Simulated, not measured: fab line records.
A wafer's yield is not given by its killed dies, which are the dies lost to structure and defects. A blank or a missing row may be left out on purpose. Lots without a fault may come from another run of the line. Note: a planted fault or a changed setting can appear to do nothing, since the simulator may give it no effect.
Split-lot trial || flow rit_cmos || route with 202 steps; 5 lots, 23 wafers read

== THE SPLIT ==
At RIT_NSD_IMPLANT_08, the setting dose_cm2 was moved away from the recipe's 1e+15 on 7 of the 23 wafers read, by -5.5% to +7.4%. The other wafers ran this setting at the recipe's value.

== FROM THE SPLIT TO THE READING: what the file shows between them, 5 steps ==
- RIT_NSD_STRIP_09: strips in O2, time 180 s
- RIT_NSD_TW_MEAS_10
- RIT_PSD_DEVELOP_05: develop time 50 s (also split here: dev_temp_c)
- RIT_PSD_HARDBAKE_07: time 60 s
- RIT_SDANNEAL_RTA_03: time 5 s

== THE READING ==
NSD_RS, in ohm/sq, at RIT_SDANNEAL_RS_MEAS_05 (measures by four-point-probe). Fault-free wafers of this fab line usually give 84.5 ohm/sq, standard deviation 0.32 ohm/sq.

{"wafer": "L078.1", "tool, chamber at the split": "implanter-03, 0", "dose_cm2 as run": 1e+15, "against the recipe": "recipe", "NSD_RS, ohm/sq": 85.3, "against lot-mates on the recipe": "-"}
{"wafer": "L078.2", "tool, chamber at the split": "implanter-03, 0", "dose_cm2 as run": 1e+15, "against the recipe": "recipe", "NSD_RS, ohm/sq": 85.0, "against lot-mates on the recipe": "-"}
{"wafer": "L078.3", "tool, chamber at the split": "implanter-03, 0", "dose_cm2 as run": 1.074e+15, "against the recipe": "+7.4%", "NSD_RS, ohm/sq": 80.6, "against lot-mates on the recipe": -4.6}
{"wafer": "L078.5", "tool, chamber at the split": "implanter-03, 0", "dose_cm2 as run": 1.074e+15, "against the recipe": "+7.4%", "NSD_RS, ohm/sq": 80.4, "against lot-mates on the recipe": -4.8}
{"wafer": "L078.6", "tool, chamber at the split": "implanter-03, 0", "dose_cm2 as run": 1e+15, "against the recipe": "recipe", "NSD_RS, ohm/sq": 85.2, "against lot-mates on the recipe": "-"}
{"wafer": "L079.1", "tool, chamber at the split": "implanter-03, 0", "dose_cm2 as run": 9.447e+14, "against the recipe": "-5.5%", "NSD_RS, ohm/sq": 88.4, "against lot-mates on the recipe": "+4.2"}
{"wafer": "L079.3", "tool, chamber at the split": "implanter-03, 0", "dose_cm2 as run": 9.447e+14, "against the recipe": "-5.5%", "NSD_RS, ohm/sq": 88.2, "against lot-mates on the recipe": "+4.0"}
{"wafer": "L079.4", "tool, chamber at the split": "implanter-03, 0", "dose_cm2 as run": 1e+15, "against the recipe": "recipe", "NSD_RS, ohm/sq": 84.2, "against lot-mates on the recipe": "-"}
{"wafer": "L079.5", "tool, chamber at the split": "implanter-03, 0", "dose_cm2 as run": 1e+15, "against the recipe": "recipe", "NSD_RS, ohm/sq": 84.1, "against lot-mates on the recipe": "-"}
{"wafer": "L079.6", "tool, chamber at the split": "implanter-03, 0", "dose_cm2 as run": 1e+15, "against the recipe": "recipe", "NSD_RS, ohm/sq": 84.2, "against lot-mates on the recipe": "-"}
{"wafer": "L080.2", "tool, chamber at the split": "implanter-01, 0", "dose_cm2 as run": 1e+15, "against the recipe": "recipe", "NSD_RS, ohm/sq": 84.7, "against lot-mates on the recipe": "-"}
{"wafer": "L080.3", "tool, chamber at the split": "implanter-01, 0", "dose_cm2 as run": 1e+15, "against the recipe": "recipe", "NSD_RS, ohm/sq": 84.6, "against lot-mates on the recipe": "-"}
{"wafer": "L080.4", "tool, chamber at the split": "implanter-01, 0", "dose_cm2 as run": 1e+15, "against the recipe": "recipe", "NSD_RS, ohm/sq": 84.6, "against lot-mates on the recipe": "-"}
{"wafer": "L080.5", "tool, chamber at the split": "implanter-01, 0", "dose_cm2 as run": 1e+15, "against the recipe": "recipe", "NSD_RS, ohm/sq": 84.8, "against lot-mates on the recipe": "-"}
{"wafer": "L080.6", "tool, chamber at the split": "implanter-01, 0", "dose_cm2 as run": 1e+15, "against the recipe": "recipe", "NSD_RS, ohm/sq": 84.7, "against lot-mates on the recipe": "-"}
{"wafer": "L083.1", "tool, chamber at the split": "implanter-04, 0", "dose_cm2 as run": 9.755e+14, "against the recipe": "-2.4%", "NSD_RS, ohm/sq": 86.2, "against lot-mates on the recipe": "+1.8"}
{"wafer": "L083.3", "tool, chamber at the split": "implanter-04, 0", "dose_cm2 as run": 9.755e+14, "against the recipe": "-2.4%", "NSD_RS, ohm/sq": 86.1, "against lot-mates on the recipe": "+1.7"}
{"wafer": "L083.4", "tool, chamber at the split": "implanter-04, 0", "dose_cm2 as run": 9.755e+14, "against the recipe": "-2.4%", "NSD_RS, ohm/sq": 86.2, "against lot-mates on the recipe": "+1.8"}
{"wafer": "L083.5", "tool, chamber at the split": "implanter-04, 0", "dose_cm2 as run": 1e+15, "against the recipe": "recipe", "NSD_RS, ohm/sq": 84.5, "against lot-mates on the recipe": "-"}
{"wafer": "L083.6", "tool, chamber at the split": "implanter-04, 0", "dose_cm2 as run": 1e+15, "against the recipe": "recipe", "NSD_RS, ohm/sq": 84.3, "against lot-mates on the recipe": "-"}
{"wafer": "L085.1", "tool, chamber at the split": "implanter-03, 0", "dose_cm2 as run": 1e+15, "against the recipe": "recipe", "NSD_RS, ohm/sq": 84.4, "against lot-mates on the recipe": "-"}
{"wafer": "L085.3", "tool, chamber at the split": "implanter-03, 0", "dose_cm2 as run": 1e+15, "against the recipe": "recipe", "NSD_RS, ohm/sq": 84.8, "against lot-mates on the recipe": "-"}
{"wafer": "L085.5", "tool, chamber at the split": "implanter-03, 0", "dose_cm2 as run": 1e+15, "against the recipe": "recipe", "NSD_RS, ohm/sq": 84.5, "against lot-mates on the recipe": "-"}

FIT RESULTS
A straight line over all 23 wafers: NSD_RS changes by -0.598 ohm/sq for each +1% of dose_cm2; r = -0.98; the points scatter about the line by 0.33 ohm/sq.
The same after taking each lot's own level away (the mean of its wafers on the recipe; 23 wafers): -0.676 ohm/sq for each +1%; r = -1.00; scatter 0.18 ohm/sq.
According to that fit, moving dose_cm2 by its largest amount changes the reading by 5 ohm/sq.
The span of the lots' own levels, 84.17 to 85.17 ohm/sq, comes to 3.1 times the standard deviation stated above.
Hence the slope depends on the lot-to-lot level, as the two fits are not the same.
Check: with one of the wafers moved furthest among these (+7.4%) left out of the fit, the line predicts -5.11 ohm/sq for it against its lot-mates. Against them it came out at -4.57 ohm/sq.

== ADDITIONAL SPLITS CARRIED BY THESE WAFERS ==
Note: prior to the reading, these wafers also went through further splits. Each is held against what the fit with the lots' levels taken away leaves over:
{"other split on the same wafers": "RIT_PSD_DEVELOP_05 dev_temp_c", "wafers away from the commonest value": 6, "r with NSD_RS (lot level and that fit taken away)": -0.37}

== THE WHOLE CHAIN: every reading that the file lists as answering this split, in the file's order ==
{"step": "RIT_NSD_TW_MEAS_10", "what it does": "", "reading": "NSD_TW", "change (the file's fit)": "+6.36 for each +1% of the setting", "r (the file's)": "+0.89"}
{"step": "RIT_SDANNEAL_RS_MEAS_05", "what it does": "measures by four-point-probe", "reading": "NSD_RS", "change (the file's fit)": "-0.672 for each +1% of the setting", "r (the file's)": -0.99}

== FILE'S OWN FIT ==
NSD_RS changes by -0.672 ohm/sq for each +1% of dose_cm2, r = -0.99.
